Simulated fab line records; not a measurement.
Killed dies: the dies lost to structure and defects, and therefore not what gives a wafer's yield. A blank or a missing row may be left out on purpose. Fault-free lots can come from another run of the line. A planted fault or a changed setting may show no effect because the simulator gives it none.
What tool caused it?    flow ritCmos    16 lots with 48 wafers sampled at 5 steps, on a route of 202 steps

WHAT THE GAUGES READ, wafer by wafer
RIT_ACTIVE_THK_MEAS_02. Usual: ACTIVE_OXIDE_THK gives 46.3 nm (standard deviation 0.76).
lot   measured     on            ACTIVE_OXIDE_THK (nm)  flag
L584  day 1 12:03  filmMetro-01  45.0 45.7 45.1         
L585  day 1 17:14  filmMetro-02  44.6 43.9 44.7         
L587  day 2 03:03  filmMetro-04  46.7 47.8 47.1         
L589  day 2 13:19  filmMetro-01  45.1 45.5 45.4         
L590  day 2 18:03  filmMetro-04  46.4 46.6 46.0         
L591  day 2 23:03  filmMetro-04  45.5 45.9 46.6         
L592  day 3 04:03  filmMetro-02  46.7 46.3 46.4         
L593  day 3 09:04  filmMetro-01  46.1 47.1 45.9         
L594  day 3 14:03  filmMetro-04  45.5 44.9 45.5         
L595  day 3 19:04  filmMetro-02  47.2 47.6 46.8         
L598  day 4 10:03  filmMetro-02  46.5 46.2 46.4         
L599  day 4 15:03  filmMetro-02  46.0 45.1 46.4         
L602  day 5 06:03  filmMetro-02  46.2 46.7 45.8         
L603  day 5 11:04  filmMetro-04  46.1 46.2 45.9         
L604  day 5 18:40  filmMetro-02  47.2 45.9 46.6         
L605  day 5 22:29  filmMetro-04  46.7 46.6 46.3         

RIT_WELLDRIVE_RS_MEAS_02: measures by four-point-probe. Usual: PWELL_RS gives 429.7 ohm/sq (standard deviation 1.3).
lot   measured     on            PWELL_RS (ohm/sq)  flag
L584  day 2 05:51  filmMetro-04  429.2 429.1 428.4  
L585  day 2 11:14  filmMetro-03  430.0 429.7 430.8  
L587  day 2 18:56  filmMetro-03  431.8 430.3 430.5  
L589  day 3 07:12  filmMetro-03  427.9 430.4 430.0  
L590  day 3 10:54  filmMetro-02  431.1 432.1 431.2  
L591  day 3 15:58  filmMetro-03  428.3 426.5 426.9  
L592  day 3 20:34  filmMetro-03  428.9 429.9 428.7  
L593  day 4 02:14  filmMetro-04  429.9 430.0 429.9  
L594  day 4 07:02  filmMetro-03  430.4 430.3 429.9  
L595  day 4 11:32  filmMetro-02  431.8 431.5 431.2  
L598  day 5 02:31  filmMetro-04  429.8 429.1 430.2  
L599  day 5 07:09  filmMetro-03  427.5 429.3 428.1  
L602  day 6 01:41  filmMetro-02  432.1 431.2 430.7  
L603  day 6 06:58  filmMetro-02  429.0 427.4 427.9  
L604  day 6 13:20  filmMetro-04  429.5 429.2 429.5  
L605  day 6 18:26  filmMetro-03  430.7 430.6 429.5  

RIT_PRETRO_OVL_MEAS_06. Usual: PRETRO_OVL gives 0.4 nm (standard deviation 1.3).
lot   measured     on          PRETRO_OVL (nm)       flag
L584  day 2 08:37  overlay-02  -0.4 0.8 0.4          
L585  day 2 13:55  overlay-02  0.2 -0.2 -1.0         
L587  day 2 21:43  overlay-01  1.2 1.2 2.9           
L589  day 3 09:47  overlay-01  -0.6 1.6 0.2          
L590  day 3 13:34  overlay-01  1.6 0.3 -0.5          
L591  day 3 18:31  overlay-01  1.3 1.2 -0.3          
L592  day 3 23:15  overlay-02  0.6 0.0 0.0           
L593  day 4 04:53  overlay-01  -0.2 -0.3 1.6         
L594  day 4 09:50  overlay-01  -1.0 1.0 -0.4         
L595  day 4 14:04  overlay-02  0.2 -1.3 0.1          
L598  day 5 05:11  overlay-01  -0.2 0.3 -0.6         
L599  day 5 09:49  overlay-02  -150.7 -150.9 -150.1  OFF
L602  day 6 04:22  overlay-01  -149.3 -150.3 -149.8  OFF
L603  day 6 09:29  overlay-02  -151.2 -149.1 -151.9  OFF
L604  day 6 15:53  overlay-01  -148.7 -150.1 -149.5  OFF
L605  day 6 21:25  overlay-01  0.4 1.4 -0.3          

RIT_M1_BOW_MEAS_16. Usual: M1_BOW gives 16 um (standard deviation 6.1).
lot   measured     on            M1_BOW (um)  flag
L584  day 3 11:25  filmMetro-02  14 10 17     
L585  day 3 15:39  filmMetro-04  19 26 18     
L587  day 3 23:43  filmMetro-01  18 14 14     
L589  day 4 12:12  filmMetro-02  25 18 11     
L590  day 4 15:08  filmMetro-04  11 7 26      
L591  day 4 19:57  filmMetro-02  18 14 21     
L592  day 5 00:37  filmMetro-04  14 2 20      
L593  day 5 06:47  filmMetro-02  21 8 16      
L594  day 5 12:50  filmMetro-01  12 22 18     
L595  day 5 16:00  filmMetro-04  30 19 14     
L598  day 6 09:05  filmMetro-01  19 -5 8      
L599  day 6 12:47  filmMetro-01  3 14 14      
L602  day 7 09:39  filmMetro-04  23 24 8      
L603  day 7 13:16  filmMetro-02  26 18 11     
L604  day 7 17:18  filmMetro-02  11 5 14      
L605  day 7 22:26  filmMetro-01  23 15 7      

EACH LOT AND THE TOOL THAT RAN IT (in order: tool; ch and the chambers of the sampled wafers; start)
lot   RIT_PRETRO_EXPOSE_03
L584  ilineStepper-02 ch 0, day 2 08:11
L585  ilineStepper-02 ch 0, day 2 13:29
L587  ilineStepper-01 ch 0, day 2 21:17
L589  ilineStepper-01 ch 0, day 3 09:22
L590  ilineStepper-02 ch 0, day 3 13:08
L591  ilineStepper-02 ch 0, day 3 18:05
L592  ilineStepper-01 ch 0, day 3 22:49
L593  ilineStepper-01 ch 0, day 4 04:29
L594  ilineStepper-02 ch 0, day 4 09:17
L595  ilineStepper-02 ch 0, day 4 13:39
L598  ilineStepper-01 ch 0, day 5 04:45
L599  ilineStepper-02 ch 0, day 5 09:23
L602  ilineStepper-02 ch 0, day 6 03:56
L603  ilineStepper-02 ch 0, day 6 09:05
L604  ilineStepper-02 ch 0, day 6 15:28
L605  ilineStepper-01 ch 0, day 6 20:55
- RIT_PRETRO_EXPOSE_03: exposes mask M5, target cd 43700 nm.

WHAT THE TOOLS THEMSELVES READ (means of the sampled wafers that have a number; where no wafer has one, the mark that the record gives instead)
RIT_PRETRO_EXPOSE_03. Usual: exposureDoseMJCm2 250.05, standard deviation 0.26.
lot   tool             exposureDoseMJCm2  flag
L584  ilineStepper-02  250.04             
L585  ilineStepper-02  250.24             
L587  ilineStepper-01  250.31             
L589  ilineStepper-01  249.99             
L590  ilineStepper-02  249.96             
L591  ilineStepper-02  249.99             
L592  ilineStepper-01  250.02             
L593  ilineStepper-01  249.97             
L594  ilineStepper-02  250.24             
L595  ilineStepper-02  249.85             
L598  ilineStepper-01  250.16             
L599  ilineStepper-02  249.97             
L602  ilineStepper-02  250.26             
L603  ilineStepper-02  250.36             
L604  ilineStepper-02  249.71             
L605  ilineStepper-01  250.13             

THE ANSWER, worked out from the rows above alone
Rule: a lot counts as off when the mean over its wafers that have a number is more than 3 standard deviations away from the usual mean. Also off: a lot with no number at a reading for which 4 or more lots have one. Any other lot the step has rows for is counted as sound. Order of review: gauges by route order, followed by the tools' own readings, for which a lot's mean as printed above is used. At the first step where some lot is off, the reading lying furthest off is the one used; lots without a number count as furthest.
Off: L599, L602, L603, L604, at RIT_PRETRO_OVL_MEAS_06 (PRETRO_OVL).
A tool fits if, at a process step before that reading, it ran every lot that is off, and no sound lot after the first of them. Gauges at RIT_PRETRO_OVL_MEAS_06: tried the same way as those tools. One fits: ilineStepper-02 at RIT_PRETRO_EXPOSE_03. Its last sound lot is L595 (day 4 13:39), its first lot that is off L599 (day 5 09:23): a fault that began between those two fits.

WHAT THE SIMULATOR PUT IN
Scanner matching overlay: ilineStepper-02, from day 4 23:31 on, at RIT_PRETRO_EXPOSE_03. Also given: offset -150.
Lots struck among those shown: L599, L602, L603, L604. The rule given above showed the same thing.
